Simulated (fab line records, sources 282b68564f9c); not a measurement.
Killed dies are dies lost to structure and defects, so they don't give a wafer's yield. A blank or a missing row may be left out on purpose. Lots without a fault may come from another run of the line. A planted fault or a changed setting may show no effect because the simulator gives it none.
Split-lot experiment | flow rit_cmos | 5 lots, 23 wafers read, on a route of 202 steps

THE SPLIT
At RIT_REOX_OXIDATION_03 (target thk 25.2 nm, ox time 5580 s), the setting temp_c was moved away from the recipe's 900 C on 20 of the 23 wafers read, by -2.5% to +1.2%. The other wafers ran this setting at the recipe's value.

The file shows no step between the split and the reading.

THE READING
REOX_OXIDE_THK, in nm, at RIT_REOX_THK_MEAS_04. Fault-free wafers of this fab line usually give 25.0 nm, standard deviation 0.53 nm.

wafer  | tool, chamber at the split | temp_c as run, C | against the recipe | REOX_OXIDE_THK, nm | against lot-mates on the recipe
L075.1 | -, -                       | 877.4            | -2.5%              | 19.9               | no lot-mate on the recipe
L075.2 | -, -                       | 877.4            | -2.5%              | 19.3               | no lot-mate on the recipe
L075.4 | -, -                       | 877.4            | -2.5%              | 19.5               | no lot-mate on the recipe
L075.5 | -, -                       | 877.4            | -2.5%              | 19.8               | no lot-mate on the recipe
L075.6 | -, -                       | 877.4            | -2.5%              | 19.5               | no lot-mate on the recipe
L076.1 | -, -                       | 881.4            | -2.1%              | 20.3               | no lot-mate on the recipe
L076.2 | -, -                       | 881.4            | -2.1%              | 20.5               | no lot-mate on the recipe
L076.3 | -, -                       | 881.4            | -2.1%              | 20.0               | no lot-mate on the recipe
L076.4 | -, -                       | 881.4            | -2.1%              | 20.9               | no lot-mate on the recipe
L076.6 | -, -                       | 881.4            | -2.1%              | 20.5               | no lot-mate on the recipe
L078.1 | -, -                       | 882.7            | -1.9%              | 20.8               | no lot-mate on the recipe
L078.2 | -, -                       | 882.7            | -1.9%              | 21.0               | no lot-mate on the recipe
L078.3 | -, -                       | 882.7            | -1.9%              | 20.8               | no lot-mate on the recipe
L078.4 | -, -                       | 882.7            | -1.9%              | 20.8               | no lot-mate on the recipe
L078.5 | -, -                       | 882.7            | -1.9%              | 20.9               | no lot-mate on the recipe
L081.1 | -, -                       | 910.6            | +1.2%              | 28.0               | no lot-mate on the recipe
L081.2 | -, -                       | 910.6            | +1.2%              | 27.7               | no lot-mate on the recipe
L081.3 | -, -                       | 910.6            | +1.2%              | 28.2               | no lot-mate on the recipe
L081.4 | -, -                       | 910.6            | +1.2%              | 28.0               | no lot-mate on the recipe
L081.5 | -, -                       | 910.6            | +1.2%              | 27.9               | no lot-mate on the recipe
L085.1 | furnace-03, 0              | 900              | recipe             | 26.5               | -
L085.4 | furnace-03, 0              | 900              | recipe             | 26.5               | -
L085.6 | furnace-03, 0              | 900              | recipe             | 26.3               | -

THE FIT
A straight line over all 23 wafers: REOX_OXIDE_THK changes by +2.37 nm for each +1% of temp_c; r = +0.99; the points scatter about the line by 0.45 nm.
Too few moved wafers have a lot-mate on the recipe to fit a line with each lot's own level taken away.

THE WHOLE CHAIN: every reading that the file lists as answering this split, in the file's order
step                  | what it does                       | reading                                                                           | change (the file's fit)              | r (the file's)
RIT_REOX_OXIDATION_03 | target thk 25.2 nm, ox time 5580 s | SiO2_of_REOX_OXIDATION_03.thk_nm (the simulator's own value, which no gauge read) | +2.36 nm for each +1% of the setting | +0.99
RIT_REOX_THK_MEAS_04  |                                    | REOX_OXIDE_THK                                                                    | +2.37 for each +1% of the setting    | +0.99
RIT_SPACER_CLEAN_00   | cleans in SC1, time 600 s          | SiO2_of_REOX_OXIDATION_03.thk_nm (the simulator's own value, which no gauge read) | +2.14 nm for each +1% of the setting | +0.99
RIT_M1_PROBE_99       |                                    | etest.pmos_turned.r_on_ohm_um (the simulator's own value, which no gauge read)    | +384 for each +1% of the setting     | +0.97
RIT_M1_PROBE_99       |                                    | etest.pldd.rs_ohm_sq (the simulator's own value, which no gauge read)             | +103 for each +1% of the setting     | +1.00

THE FILE'S OWN FIT
REOX_OXIDE_THK changes by +2.37 nm for each +1% of temp_c, r = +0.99.
